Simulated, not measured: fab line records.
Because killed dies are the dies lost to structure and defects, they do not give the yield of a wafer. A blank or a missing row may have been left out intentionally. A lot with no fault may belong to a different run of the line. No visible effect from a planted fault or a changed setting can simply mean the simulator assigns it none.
Check of tool commonality / flow ritCmos / Sample size 15 lots and 45 wafers

REASON FOR OPENING
Of 15 lots, 3 have the reading NLDD_TW flagged at RIT_NLDD_TW_MEAS_10. Fault-free wafers read 2493, with a standard deviation of 21.
Rule: a lot is flagged in two cases, either no wafer of it has a number, or all its wafers with numbers fall more than 4 standard deviations from that mean. As for the other lots, they are considered sound.

lot=L359; measured=day 2 22:19; on=filmMetro-02; NLDD_TW, wafer by wafer=2494 2467 2482; flag=
lot=L360; measured=day 3 09:04; on=filmMetro-02; NLDD_TW, wafer by wafer=2480 2490 2497; flag=
lot=L361; measured=day 3 12:49; on=filmMetro-01; NLDD_TW, wafer by wafer=2478 2491 2480; flag=
lot=L362; measured=day 3 15:41; on=filmMetro-02; NLDD_TW, wafer by wafer=2491 2475 2479; flag=
lot=L365; measured=day 4 06:56; on=filmMetro-03; NLDD_TW, wafer by wafer=2519 2515 2528; flag=
lot=L366; measured=day 4 13:29; on=filmMetro-03; NLDD_TW, wafer by wafer=2518 2528 2511; flag=
lot=L370; measured=day 5 08:25; on=filmMetro-01; NLDD_TW, wafer by wafer=2490 2496 2495; flag=
lot=L371; measured=day 5 11:59; on=filmMetro-02; NLDD_TW, wafer by wafer=2343 2354 2349; flag=FLAGGED
lot=L372; measured=day 5 15:38; on=filmMetro-02; NLDD_TW, wafer by wafer=2345 2349 2353; flag=FLAGGED
lot=L373; measured=day 5 22:14; on=filmMetro-03; NLDD_TW, wafer by wafer=2392 2377 2373; flag=FLAGGED
lot=L376; measured=day 6 12:22; on=filmMetro-03; NLDD_TW, wafer by wafer=2528 2534 2531; flag=
lot=L379; measured=day 7 05:15; on=filmMetro-02; NLDD_TW, wafer by wafer=2469 2472 2472; flag=
lot=L380; measured=day 7 09:23; on=filmMetro-01; NLDD_TW, wafer by wafer=2475 2473 2478; flag=
lot=L381; measured=day 7 13:38; on=filmMetro-03; NLDD_TW, wafer by wafer=2512 2505 2526; flag=
lot=L382; measured=day 7 13:44; on=filmMetro-01; NLDD_TW, wafer by wafer=2465 2462 2474; flag=
The numbers of the flagged lots are 2359 on average: -134 against the usual, or -6 standard deviations.

EACH LOT AND THE TOOL IT RAN ON
The record keeps 1 process step preceding the reading, out of 202 steps on the route. Every cell lists first the tool, next ch and the chambers used by the sampled wafers, and last the start.
lot=L359; flag=; RIT_NLDD_IMPLANT_08=implanter-01 ch 0, day 2 21:59
lot=L360; flag=; RIT_NLDD_IMPLANT_08=implanter-01 ch 0, day 3 08:44
lot=L361; flag=; RIT_NLDD_IMPLANT_08=implanter-02 ch 0, day 3 12:30
lot=L362; flag=; RIT_NLDD_IMPLANT_08=implanter-02 ch 0, day 3 15:23
lot=L365; flag=; RIT_NLDD_IMPLANT_08=implanter-04 ch 0, day 4 06:37
lot=L366; flag=; RIT_NLDD_IMPLANT_08=implanter-02 ch 0, day 4 13:10
lot=L370; flag=; RIT_NLDD_IMPLANT_08=implanter-01 ch 0, day 5 08:07
lot=L371; flag=FLAGGED; RIT_NLDD_IMPLANT_08=implanter-01 ch 0, day 5 11:33
lot=L372; flag=FLAGGED; RIT_NLDD_IMPLANT_08=implanter-01 ch 0, day 5 15:20
lot=L373; flag=FLAGGED; RIT_NLDD_IMPLANT_08=implanter-01 ch 0, day 5 21:55
lot=L376; flag=; RIT_NLDD_IMPLANT_08=implanter-04 ch 0, day 6 12:04
lot=L379; flag=; RIT_NLDD_IMPLANT_08=implanter-04 ch 0, day 7 04:56
lot=L380; flag=; RIT_NLDD_IMPLANT_08=implanter-02 ch 0, day 7 09:04
lot=L381; flag=; RIT_NLDD_IMPLANT_08=implanter-02 ch 0, day 7 13:21
lot=L382; flag=; RIT_NLDD_IMPLANT_08=implanter-04 ch 0, day 7 13:25
What these steps do:
- RIT_NLDD_IMPLANT_08
- RIT_NLDD_TW_MEAS_10

FLAGGED AGAINST TOTAL, ONE TOOL AT A TIME (gauges that did the reading follow at the end)
step=RIT_NLDD_IMPLANT_08; tool=implanter-01; lots run=6; flagged=3; share of the flagged lots=all; sound lots run after its first flagged lot=0
step=RIT_NLDD_IMPLANT_08; tool=implanter-02; lots run=5; flagged=0; share of the flagged lots=none; sound lots run after its first flagged lot=-
step=RIT_NLDD_IMPLANT_08; tool=implanter-04; lots run=4; flagged=0; share of the flagged lots=none; sound lots run after its first flagged lot=-
step=RIT_NLDD_TW_MEAS_10; tool=filmMetro-01; lots run=4; flagged=0; share of the flagged lots=none; sound lots run after its first flagged lot=-
step=RIT_NLDD_TW_MEAS_10; tool=filmMetro-02; lots run=6; flagged=2; share of the flagged lots=some; sound lots run after its first flagged lot=1 (L379)
step=RIT_NLDD_TW_MEAS_10; tool=filmMetro-03; lots run=5; flagged=1; share of the flagged lots=some; sound lots run after its first flagged lot=2 (L376,L381)

THE TABLE: WHAT IT ALLOWS
1 row of the table ran every flagged lot: implanter-01 at RIT_NLDD_IMPLANT_08.
- implanter-01 at RIT_NLDD_IMPLANT_08 ran 6 lots, 3 of them flagged. It ran its last sound lot, L370, at day 5 08:07 and its first flagged lot, L371, at day 5 11:33: a fault with its onset between the two fits. Its own readings (beamEnergyKeV) fall more than 4 standard deviations out on all wafers of the flagged lots.
Just one tool remains: implanter-01 at RIT_NLDD_IMPLANT_08.

WHAT HAD BEEN PUT IN BY THE SIMULATOR
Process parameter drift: implanter-01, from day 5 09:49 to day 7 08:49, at RIT_NLDD_IMPLANT_08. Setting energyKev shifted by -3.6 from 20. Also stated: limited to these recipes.
Shown lots that were struck: L371, L372, L373. The rule given above showed the same thing.
